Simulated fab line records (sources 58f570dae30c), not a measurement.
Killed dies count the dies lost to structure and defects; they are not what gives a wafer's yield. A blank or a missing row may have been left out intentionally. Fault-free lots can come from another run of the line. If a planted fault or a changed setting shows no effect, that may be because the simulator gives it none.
Which tool is to blame? || flow berkeley cmos170 || 42 wafers from 14 lots sampled at 5 of the route's 331 steps

== WHAT THE GAUGES SHOWED, per wafer ==
UCB170_M2_CD_MEAS_15: the cd target is 700 nm.
{"lot": "L608", "measured": "day 9 10:38", "on": "cd sem-01", "cd nm (nm)": "698.0 698.9 698.5"}
{"lot": "L610", "measured": "day 9 18:58", "on": "cd sem-01", "cd nm (nm)": "700.1 698.5 700.2"}
{"lot": "L612", "measured": "day 9 21:30", "on": "cd sem-02", "cd nm (nm)": "702.9 702.5 702.1"}
{"lot": "L614", "measured": "day 10 05:08", "on": "cd sem-01", "cd nm (nm)": "701.5 700.9 701.3"}
{"lot": "L615", "measured": "day 10 06:08", "on": "cd sem-01", "cd nm (nm)": "700.4 701.3 700.2"}
{"lot": "L618", "measured": "day 11 05:29", "on": "cd sem-02", "cd nm (nm)": "698.8 698.6 697.9"}
{"lot": "L623", "measured": "day 11 10:10", "on": "cd sem-02", "cd nm (nm)": "702.4 702.6 704.4"}
{"lot": "L621", "measured": "day 11 12:00", "on": "cd sem-01", "cd nm (nm)": "701.5 701.7 701.5"}
{"lot": "L625", "measured": "day 12 09:30", "on": "cd sem-01", "cd nm (nm)": "701.4 699.8 700.2"}
{"lot": "L626", "measured": "day 12 10:42", "on": "cd sem-01", "cd nm (nm)": "701.8 701.8 700.3"}
{"lot": "L627", "measured": "day 13 01:22", "on": "cd sem-01", "cd nm (nm)": "702.3 703.4 702.0"}
{"lot": "L630", "measured": "day 13 11:29", "on": "cd sem-02", "cd nm (nm)": "702.5 700.2 702.0"}
{"lot": "L629", "measured": "day 13 13:27", "on": "cd sem-02", "cd nm (nm)": "701.1 700.5 701.0"}
{"lot": "L631", "measured": "day 14 04:47", "on": "cd sem-02", "cd nm (nm)": "702.1 701.2 701.6"}

UCB170_M2_OVL_MEAS_16.
{"lot": "L608", "measured": "day 9 10:43", "on": "overlay-01", "M2_OVL (nm)": "3 -11 1"}
{"lot": "L610", "measured": "day 9 19:05", "on": "overlay-02", "M2_OVL (nm)": "-14 -3 -12"}
{"lot": "L612", "measured": "day 9 21:37", "on": "overlay-02", "M2_OVL (nm)": "2 -3 -6"}
{"lot": "L614", "measured": "day 10 05:15", "on": "overlay-01", "M2_OVL (nm)": "-8 -8 -1"}
{"lot": "L615", "measured": "day 10 06:14", "on": "overlay-02", "M2_OVL (nm)": "-13 -5 -5"}
{"lot": "L618", "measured": "day 11 05:34", "on": "overlay-02", "M2_OVL (nm)": "-3 -1 -4"}
{"lot": "L623", "measured": "day 11 10:17", "on": "overlay-02", "M2_OVL (nm)": "-9 -9 -17"}
{"lot": "L621", "measured": "day 11 12:06", "on": "overlay-02", "M2_OVL (nm)": "-3 -1 -8"}
{"lot": "L625", "measured": "day 12 09:37", "on": "overlay-02", "M2_OVL (nm)": "1 8 4"}
{"lot": "L626", "measured": "day 12 10:49", "on": "overlay-02", "M2_OVL (nm)": "7 -4 1"}
{"lot": "L627", "measured": "day 13 01:29", "on": "overlay-01", "M2_OVL (nm)": "-4 1 0"}
{"lot": "L630", "measured": "day 13 11:34", "on": "overlay-01", "M2_OVL (nm)": "-8 -6 -10"}
{"lot": "L629", "measured": "day 13 13:34", "on": "overlay-01", "M2_OVL (nm)": "9 0 9"}
{"lot": "L631", "measured": "day 14 04:54", "on": "overlay-01", "M2_OVL (nm)": "-3 -5 -11"}

UCB170_V2_CD_MEAS_12: the cd target is 700 nm.
{"lot": "L608", "measured": "day 9 13:35", "on": "cd sem-01", "cd nm (nm)": "700.0 699.4 699.6"}
{"lot": "L610", "measured": "day 9 21:48", "on": "cd sem-02", "cd nm (nm)": "696.6 694.1 696.5"}
{"lot": "L612", "measured": "day 10 00:48", "on": "cd sem-01", "cd nm (nm)": "698.6 698.3 699.3"}
{"lot": "L614", "measured": "day 10 08:22", "on": "cd sem-02", "cd nm (nm)": "698.8 698.2 700.3"}
{"lot": "L615", "measured": "day 10 09:07", "on": "cd sem-02", "cd nm (nm)": "699.7 700.4 701.3"}
{"lot": "L618", "measured": "day 11 08:02", "on": "cd sem-02", "cd nm (nm)": "702.2 702.2 701.7"}
{"lot": "L623", "measured": "day 11 13:13", "on": "cd sem-02", "cd nm (nm)": "699.2 700.1 701.0"}
{"lot": "L621", "measured": "day 11 14:19", "on": "cd sem-02", "cd nm (nm)": "699.3 699.1 699.1"}
{"lot": "L625", "measured": "day 12 12:01", "on": "cd sem-01", "cd nm (nm)": "698.6 699.0 699.6"}
{"lot": "L626", "measured": "day 12 17:34", "on": "cd sem-01", "cd nm (nm)": "701.6 701.5 700.9"}
{"lot": "L627", "measured": "day 13 03:46", "on": "cd sem-02", "cd nm (nm)": "699.9 699.5 699.5"}
{"lot": "L630", "measured": "day 13 15:43", "on": "cd sem-02", "cd nm (nm)": "699.1 698.8 699.3"}
{"lot": "L629", "measured": "day 13 16:40", "on": "cd sem-01", "cd nm (nm)": "701.9 702.3 702.7"}
{"lot": "L631", "measured": "day 14 07:11", "on": "cd sem-01", "cd nm (nm)": "699.1 700.7 699.3"}

== WHICH TOOL RAN EACH LOT (tool, then ch and the chambers of the sampled wafers, then the start) ==
{"lot": "L608", "UCB170_M2_METAL_ETCH_18": "rie metal-04 ch 0,1, day 9 10:51", "UCB170_M2_STRIP_19": "plasma asher-01 ch 0,1, day 9 11:01"}
{"lot": "L610", "UCB170_M2_METAL_ETCH_18": "rie metal-04 ch 0,1, day 9 19:10", "UCB170_M2_STRIP_19": "plasma asher-04 ch 0,1, day 9 19:21"}
{"lot": "L612", "UCB170_M2_METAL_ETCH_18": "rie metal-04 ch 0,1, day 9 21:42", "UCB170_M2_STRIP_19": "plasma asher-01 ch 0,1, day 9 21:53"}
{"lot": "L614", "UCB170_M2_METAL_ETCH_18": "rie metal-01 ch 0,1, day 10 05:19", "UCB170_M2_STRIP_19": "plasma asher-03 ch 1, day 10 05:31"}
{"lot": "L615", "UCB170_M2_METAL_ETCH_18": "rie metal-04 ch 0,1, day 10 06:18", "UCB170_M2_STRIP_19": "plasma asher-01 ch 0,1, day 10 06:29"}
{"lot": "L618", "UCB170_M2_METAL_ETCH_18": "rie metal-04 ch 0,1, day 11 05:42", "UCB170_M2_STRIP_19": "plasma asher-03 ch 0,1, day 11 05:52"}
{"lot": "L623", "UCB170_M2_METAL_ETCH_18": "rie metal-01 ch 1, day 11 10:22", "UCB170_M2_STRIP_19": "plasma asher-04 ch 0,1, day 11 10:44"}
{"lot": "L621", "UCB170_M2_METAL_ETCH_18": "rie metal-04 ch 0,1, day 11 12:10", "UCB170_M2_STRIP_19": "plasma asher-04 ch 0,1, day 11 12:22"}
{"lot": "L625", "UCB170_M2_METAL_ETCH_18": "rie metal-04 ch 0,1, day 12 09:42", "UCB170_M2_STRIP_19": "plasma asher-03 ch 0,1, day 12 09:53"}
{"lot": "L626", "UCB170_M2_METAL_ETCH_18": "rie metal-01 ch 0,1, day 12 10:54", "UCB170_M2_STRIP_19": "plasma asher-01 ch 0,1, day 12 11:05"}
{"lot": "L627", "UCB170_M2_METAL_ETCH_18": "rie metal-01 ch 0,1, day 13 01:34", "UCB170_M2_STRIP_19": "plasma asher-01 ch 0,1, day 13 01:49"}
{"lot": "L630", "UCB170_M2_METAL_ETCH_18": "rie metal-01 ch 0,1, day 13 11:41", "UCB170_M2_STRIP_19": "plasma asher-01 ch 0,1, day 13 11:50"}
{"lot": "L629", "UCB170_M2_METAL_ETCH_18": "rie metal-03 ch 0,1, day 13 13:39", "UCB170_M2_STRIP_19": "plasma asher-03 ch 0,1, day 13 13:50"}
{"lot": "L631", "UCB170_M2_METAL_ETCH_18": "rie metal-01 ch 0,1, day 14 04:58", "UCB170_M2_STRIP_19": "plasma asher-01 ch 0,1, day 14 05:10"}
- UCB170_M2_METAL_ETCH_18: etches Al in Cl2/BCl3, stops on SiO2, target depth 1170 nm, time 195 s.
- UCB170_M2_STRIP_19: strips in O2.

== AS READ BY THE TOOLS THEMSELVES (means over the sampled wafers that have a number; for cases with no such wafer, the mark the record gives instead) ==
UCB170_M2_METAL_ETCH_18.
{"lot": "L608", "tool": "rie metal-04", "drypump motor current A (A)": 5.7, "oes product au (a.u.)": 0.836, "throttle valve pct (%)": 24.0}
{"lot": "L610", "tool": "rie metal-04", "drypump motor current A (A)": 5.7, "oes product au (a.u.)": 0.834, "throttle valve pct (%)": 24.0}
{"lot": "L612", "tool": "rie metal-04", "drypump motor current A (A)": 5.8, "oes product au (a.u.)": 0.849, "throttle valve pct (%)": 24.0}
{"lot": "L614", "tool": "rie metal-01", "drypump motor current A (A)": 5.8, "oes product au (a.u.)": 0.856, "throttle valve pct (%)": 24.5}
{"lot": "L615", "tool": "rie metal-04", "drypump motor current A (A)": 5.7, "oes product au (a.u.)": 0.843, "throttle valve pct (%)": 24.0}
{"lot": "L618", "tool": "rie metal-04", "drypump motor current A (A)": 5.7, "oes product au (a.u.)": 0.843, "throttle valve pct (%)": 24.0}
{"lot": "L623", "tool": "rie metal-01", "drypump motor current A (A)": 6.0, "oes product au (a.u.)": 0.845, "throttle valve pct (%)": 24.0}
{"lot": "L621", "tool": "rie metal-04", "drypump motor current A (A)": 5.7, "oes product au (a.u.)": 0.811, "throttle valve pct (%)": 24.1}
{"lot": "L625", "tool": "rie metal-04", "drypump motor current A (A)": 5.6, "oes product au (a.u.)": 0.820, "throttle valve pct (%)": 24.0}
{"lot": "L626", "tool": "rie metal-01", "drypump motor current A (A)": 5.8, "oes product au (a.u.)": 0.841, "throttle valve pct (%)": 24.5}
{"lot": "L627", "tool": "rie metal-01", "drypump motor current A (A)": 5.8, "oes product au (a.u.)": 0.844, "throttle valve pct (%)": 24.5}
{"lot": "L630", "tool": "rie metal-01", "drypump motor current A (A)": 5.9, "oes product au (a.u.)": 0.854, "throttle valve pct (%)": 24.3}
{"lot": "L629", "tool": "rie metal-03", "drypump motor current A (A)": 6.2, "oes product au (a.u.)": 0.871, "throttle valve pct (%)": 24.6}
{"lot": "L631", "tool": "rie metal-01", "drypump motor current A (A)": 5.9, "oes product au (a.u.)": 0.853, "throttle valve pct (%)": 24.3}

UCB170_M2_STRIP_19.
{"lot": "L608", "tool": "plasma asher-01", "drypump motor current A (A)": 5.82, "oes product au (a.u.)": 0.520}
{"lot": "L610", "tool": "plasma asher-04", "drypump motor current A (A)": 6.06, "oes product au (a.u.)": 0.521}
{"lot": "L612", "tool": "plasma asher-01", "drypump motor current A (A)": 5.83, "oes product au (a.u.)": 0.522}
{"lot": "L614", "tool": "plasma asher-03", "drypump motor current A (A)": 5.55, "oes product au (a.u.)": 0.547}
{"lot": "L615", "tool": "plasma asher-01", "drypump motor current A (A)": 5.83, "oes product au (a.u.)": 0.545}
{"lot": "L618", "tool": "plasma asher-03", "drypump motor current A (A)": 5.70, "oes product au (a.u.)": 0.536}
{"lot": "L623", "tool": "plasma asher-04", "drypump motor current A (A)": 6.18, "oes product au (a.u.)": 0.545}
{"lot": "L621", "tool": "plasma asher-04", "drypump motor current A (A)": 6.05, "oes product au (a.u.)": 0.497}
{"lot": "L625", "tool": "plasma asher-03", "drypump motor current A (A)": 5.64, "oes product au (a.u.)": 0.507}
{"lot": "L626", "tool": "plasma asher-01", "drypump motor current A (A)": 5.67, "oes product au (a.u.)": 0.555}
{"lot": "L627", "tool": "plasma asher-01", "drypump motor current A (A)": 5.67, "oes product au (a.u.)": 0.554}
{"lot": "L630", "tool": "plasma asher-01", "drypump motor current A (A)": 5.67, "oes product au (a.u.)": 0.541}
{"lot": "L629", "tool": "plasma asher-03", "drypump motor current A (A)": 5.71, "oes product au (a.u.)": 0.558}
{"lot": "L631", "tool": "plasma asher-01", "drypump motor current A (A)": 5.68, "oes product au (a.u.)": 0.548}

== THE ANSWER, worked out from the rows above alone ==
Rule: usual is defined by the lots themselves. Put in order of their means at a reading, lots are off if they are a third of the lots or fewer, leave a main group of 4 or more, and stand apart from it by a gap of 3 or more times the standard deviation of the main group's means; of several such gaps the widest counts. A main group is skipped when, at the precision printed for the reading in the tables above, its means are all equal. Also off: a lot with no number at a reading for which 4 or more lots have one. Where the step has rows for the other lots, those lots are counted as sound. After the gauges, taken in route order, come the tools' own readings; for these a lot's mean is taken, as printed above. The first step at which some lot is off is used, and at that step the reading that is off furthest; a lot without a number counts as furthest.
No lot is off at any reading shown: from this, nothing can be told.

== WHAT THE SIMULATOR HAD PUT IN ==
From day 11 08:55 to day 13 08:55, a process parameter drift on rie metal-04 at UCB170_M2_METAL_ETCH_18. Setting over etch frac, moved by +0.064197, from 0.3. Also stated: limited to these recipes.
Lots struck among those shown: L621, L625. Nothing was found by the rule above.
